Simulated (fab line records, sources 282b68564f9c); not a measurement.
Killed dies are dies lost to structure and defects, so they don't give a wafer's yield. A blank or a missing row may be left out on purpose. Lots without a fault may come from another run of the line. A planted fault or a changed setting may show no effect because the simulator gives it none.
Which tool did it? | flow rit_cmos | 7 lots, 21 wafers sampled, at 1 step of a route of 202

WHAT THE GAUGES READ, wafer by wafer
RIT_PSD_OVL_MEAS_06.
lot  | measured    | on         | PSD_OVL (nm)
L104 | day 3 19:02 | overlay-02 | -1.5 -0.2 -1.1
L109 | day 4 18:23 | overlay-01 | -0.5 1.9 -0.1
L114 | day 5 20:25 | overlay-01 | -1.4 -1.3 -1.0
L117 | day 6 10:49 | overlay-02 | -0.8 0.2 2.0
L119 | day 6 18:46 | overlay-02 | 0.1 -0.9 1.4
L121 | day 7 06:34 | overlay-02 | 0.0 1.5 0.4
L124 | day 7 22:34 | overlay-02 | -1.9 -1.0 0.7

WHICH TOOL RAN EACH LOT (tool, then ch and the chambers of the sampled wafers, then the start)
The record holds no process step before these readings.

THE ANSWER, worked out from the rows above alone
Rule: what is usual is taken from the lots themselves. Put in order of their means at a reading, lots are off if they are a third of the lots or fewer, leave a main group of 4 or more, and stand apart from it by a gap of 3 or more times the standard deviation of the main group's means; of several such gaps the widest counts. A main group whose means are all the same, to the digits that the tables above print for the reading, isn't used. A lot without any number at a reading at which 4 lots or more have one is off too. The other lots that the step has rows for count as sound.
No lot is off at any reading shown: from this, nothing can be told.

WHAT THE SIMULATOR HAD PUT IN
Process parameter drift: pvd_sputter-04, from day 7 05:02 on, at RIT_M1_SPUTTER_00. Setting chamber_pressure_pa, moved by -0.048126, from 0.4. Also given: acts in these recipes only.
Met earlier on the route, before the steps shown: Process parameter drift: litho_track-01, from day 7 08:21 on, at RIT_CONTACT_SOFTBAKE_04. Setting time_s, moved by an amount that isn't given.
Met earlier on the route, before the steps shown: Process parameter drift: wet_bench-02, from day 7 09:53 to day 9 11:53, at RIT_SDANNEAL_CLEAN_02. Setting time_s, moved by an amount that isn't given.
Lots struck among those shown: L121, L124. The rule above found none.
